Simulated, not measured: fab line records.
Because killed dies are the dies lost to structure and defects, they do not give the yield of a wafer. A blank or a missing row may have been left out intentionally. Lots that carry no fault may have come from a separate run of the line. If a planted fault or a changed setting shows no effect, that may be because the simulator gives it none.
Which tool was responsible? + flow rit cmos + Sampling: 7 lots, 21 wafers, 2 of 202 route steps

== WHAT THE GAUGES READ, wafer by wafer ==
RIT_NRETRO_TW_MEAS_10.
| lot  | measured    | on            | NRETRO_TW      |
|------|-------------|---------------|----------------|
| L986 | day 2 13:47 | film metro-01 | 1039 1034 1039 |
| L988 | day 2 21:25 | film metro-03 | 1059 1055 1044 |
| L991 | day 3 14:37 | film metro-01 | 1028 1022 1027 |
| L993 | day 3 23:31 | film metro-02 | 1040 1038 1036 |
| L100 | day 5 10:59 | film metro-02 | 1277 1278 1276 |
| L105 | day 6 10:30 | film metro-01 | 1260 1243 1256 |
| L108 | day 7 03:23 | film metro-01 | 1031 1033 1031 |

== EACH LOT AND THE TOOL THAT RAN IT (in order: tool; ch and the chambers of the sampled wafers; start) ==
| lot  | RIT_NRETRO_IMPLANT_08          |
|------|--------------------------------|
| L986 | implanter-04 ch 0, day 2 13:29 |
| L988 | implanter-01 ch 0, day 2 21:07 |
| L991 | implanter-04 ch 0, day 3 14:18 |
| L993 | implanter-04 ch 0, day 3 23:12 |
| L100 | implanter-04 ch 0, day 5 10:42 |
| L105 | implanter-04 ch 0, day 6 10:13 |
| L108 | implanter-01 ch 0, day 7 03:06 |
- RIT_NRETRO_IMPLANT_08

== THE ANSWER, worked out from the rows above alone ==
Rule: usual is defined by the lots themselves. Put in order of their means at a reading, lots are off if they are a third of the lots or fewer, leave a main group of 4 or more, and stand apart from it by a gap of 3 or more times the standard deviation of the main group's means; of several such gaps the widest counts. Not used: any main group whose means are identical at the precision the tables above print for the reading. A lot without any number at a reading at which 4 lots or more have one is off too. All remaining lots with rows at the step are treated as sound.
Off: L100, L105, at RIT_NRETRO_TW_MEAS_10 (NRETRO_TW). The main group has a mean of 1037 with a standard deviation of 9.
If a tool, at a process step before that reading, ran all the lots that are off and no sound lot after the first of them, it fits. Those tools and the gauges at RIT_NRETRO_TW_MEAS_10 are tried in the same way. One candidate fits, namely implanter-04 at RIT_NRETRO_IMPLANT_08. Its last sound lot is L993 (day 3 23:12), its first lot that is off L100 (day 5 10:42): a fault that began between those two fits.

== WHAT HAD BEEN PUT IN BY THE SIMULATOR ==
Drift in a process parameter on implanter-04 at RIT_NRETRO_IMPLANT_08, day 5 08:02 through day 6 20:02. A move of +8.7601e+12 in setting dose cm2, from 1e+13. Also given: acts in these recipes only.
Struck lots among those shown: L100, L105. The same result came from the rule above.
